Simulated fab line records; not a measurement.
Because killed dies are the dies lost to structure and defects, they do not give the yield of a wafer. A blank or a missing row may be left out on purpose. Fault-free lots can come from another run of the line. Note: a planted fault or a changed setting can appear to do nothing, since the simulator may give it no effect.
Split-lot study	flow rit-cmos	on a route of 202 steps: 5 lots, 23 wafers read

ABOUT THE SPLIT
At RIT_PLDD_IMPLANT_08, the setting dose-cm2 was moved away from the recipe's 9e+14 on 11 of the 23 wafers read, by -6.4% to +6.4%. All remaining wafers had this setting at the recipe value.

FROM SPLIT TO READING: 1 step shown by the file between the two
- RIT_PLDD_STRIP_09: strips in O2, time 180 s

THE READING
PLDD_TW, at RIT_PLDD_TW_MEAS_10. A value of 2336 with a standard deviation of 14 is what fault-free wafers of this fab line usually give.

wafer	tool, chamber at the split	dose-cm2 as run	against the recipe	PLDD_TW	against lot-mates on the recipe
L074.1	implanter-01, 0	9e+14	recipe	2337	-
L074.2	implanter-01, 0	9e+14	recipe	2347	-
L074.3	implanter-01, 0	9e+14	recipe	2338	-
L074.5	implanter-01, 0	9.574e+14	+6.4%	2383	+42
L074.6	implanter-01, 0	9.574e+14	+6.4%	2372	+31
L075.2	implanter-02, 0	9.187e+14	+2.1%	2352	+7
L075.3	implanter-02, 0	9e+14	recipe	2336	-
L075.4	implanter-02, 0	9.187e+14	+2.1%	2357	+12
L075.5	implanter-02, 0	9e+14	recipe	2354	-
L075.6	implanter-02, 0	9.187e+14	+2.1%	2357	+12
L076.1	implanter-02, 0	9e+14	recipe	2361	-
L076.2	implanter-02, 0	8.428e+14	-6.4%	2322	-38
L076.4	implanter-02, 0	8.428e+14	-6.4%	2311	-48
L076.5	implanter-02, 0	9e+14	recipe	2358	-
L076.6	implanter-02, 0	8.428e+14	-6.4%	2316	-44
L078.1	implanter-02, 0	9e+14	recipe	2311	-
L078.4	implanter-02, 0	9e+14	recipe	2321	-
L078.5	implanter-02, 0	9e+14	recipe	2321	-
L084.1	implanter-01, 0	9.385e+14	+4.3%	2361	+28
L084.2	implanter-01, 0	9e+14	recipe	2326	-
L084.4	implanter-01, 0	9.385e+14	+4.3%	2354	+22
L084.5	implanter-01, 0	9.385e+14	+4.3%	2350	+18
L084.6	implanter-01, 0	9e+14	recipe	2339	-

THE FIT
A straight line over all 23 wafers: PLDD_TW changes by +4.49 for each +1% of dose-cm2; r = +0.78; the points scatter about the line by 13.
The same after taking each lot's own level away (the mean of its wafers on the recipe; 23 wafers): +6.16 for each +1%; r = +0.97; scatter 5.5.
The reading moves by 39 for the largest change in dose-cm2, on that fit.
The span of the lots' own levels, 2317.7 to 2359.5, comes to 3.0 times the standard deviation stated above.
So the lot-to-lot level blurs the effect unless lot-mates are compared.
Check: +36.8 against its lot-mates is what the line predicts for one of the wafers moved furthest among these (+6.4%) when that wafer is left out of the fit. It came out at +42.3 against them.

THE OTHER SPLITS THESE WAFERS WENT THROUGH
These wafers also went through other splits before the reading. Each is held against what the fit with the lots' levels taken away leaves over:
other split on the same wafers	wafers away from the commonest value	r with PLDD_TW (lot level and that fit taken away)
RIT_ACTIVE_EXPOSE_08 dose-mj	5	+0.01
RIT_FOX2_OXIDATION_00 ox-time-s	15	+0.01
RIT_PRETRO_COAT_01 resist-thk-nm	7	+0.00
RIT_GATE_CVD_08 pressure-mtorr	10	-0.02
RIT_GATE_EXPOSE_13 dose-mj	6	+0.35
RIT_GATE_ETCH_19 rf-w	7	-0.03
RIT_NLDD_IMPLANT_08 energy-kev	5	+0.12
RIT_PLDD_SOFTBAKE_02 temp-c	9	+0.15

THE FILE'S OWN FIT
PLDD_TW changes by +6.06 for each +1% of dose-cm2, r = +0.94.
